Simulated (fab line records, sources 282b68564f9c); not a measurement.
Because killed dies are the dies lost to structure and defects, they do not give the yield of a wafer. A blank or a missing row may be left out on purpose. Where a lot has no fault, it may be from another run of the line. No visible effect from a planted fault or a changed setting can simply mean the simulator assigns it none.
Problem report in the 8D (eight disciplines) form, filled by code | flow rit-cmos | the parts of the form that need people (team, actions taken, sign-off) are left out

1. WHAT WENT WRONG
Wafers without a fault read 2000.1 W, standard deviation 0.37; cathode-dc-power-W at RIT_M1_SPUTTER_00 reads a mean of 2054.3 W on 6 wafers belonging to 2 lots. That is +99 or more standard deviations from the usual mean.
The step: material Al, target thk 400 nm, time 500 s.
Seen first at day 4 00:33 on pvd-sputter-04, wafer L201.2. The record holds 18 wafers of 6 lots with a number at this step. The rule behind "out" and "out of limits": a value lying over 4 standard deviations away from the usual mean. Any other wafer with a number is counted as sound.

2. WHAT IT IS, WHAT IT ISN'T
question                    | is                     | is not
which readings at this step | cathode-dc-power-W     | throttle-valve-pct
which lots                  | L201, L203             | L199, L206, L212, L216
which wafers of those lots  | all that have a number | -
read on which tools         | pvd-sputter-04         | pvd-sputter-01
when                        | from day 4 00:33       | up to then (3 sound wafers); but 9 sound wafers of L206, L212, L216 came after

3. SUSPECTS, AND WHAT RULES EACH OUT
Counting: a tool stays on the suspect list if, at a process step up to the reading, it processed all lots that are out and no sound lot following the first of them.
- pvd-sputter-04 at RIT_M1_SPUTTER_00 (material Al, target thk 400 nm, time 500 s): kept. All lots that are out passed through it, beginning with L201 at day 4 00:33, and no sound lot followed; its final sound lot before that point was L199 at day 3 14:34. Its own readings are out on those wafers: cathode-dc-power-W.
Left after counting: pvd-sputter-04 at RIT_M1_SPUTTER_00.

4. THE CAUSE (what the simulator had put in)
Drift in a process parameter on pvd-sputter-04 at RIT_M1_SPUTTER_00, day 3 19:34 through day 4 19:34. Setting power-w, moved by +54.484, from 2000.
Counting left only this tool.

5. THE CHAIN OF EFFECTS, in route order
Each row: a reading whose mean over the struck wafers that have a number lies more than 3 standard deviations from the usual. Scope: only readings with a usual standard deviation given in the record; hours: median across lots of the time from each lot's start at the first step in this table that gives one to its start at this step; sigmas: change in usual standard deviations.
hours | step              | reading            | usual    | on struck wafers | change | sigmas
0     | RIT_M1_SPUTTER_00 | cathode-dc-power-W | 2000.1 W | 2054.3           | +54.2  | +99 or more
Process steps it contains:
- RIT_M1_SPUTTER_00: material Al, target thk 400 nm, time 500 s.
At these later measuring or inspecting steps, every struck wafer for which the step has a row has a number for every such reading, and none has moved that far: RIT_M1_RS_MEAS_01, RIT_M1_THK_MEAS_02, RIT_M1_CD_MEAS_09, RIT_M1_OVL_MEAS_10.

6. HOW IT WOULD HAVE BEEN CAUGHT EARLIER
5 hours passed between the start of the fault at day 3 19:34 and the first reading out of limits in this record, taken at day 4 00:33.
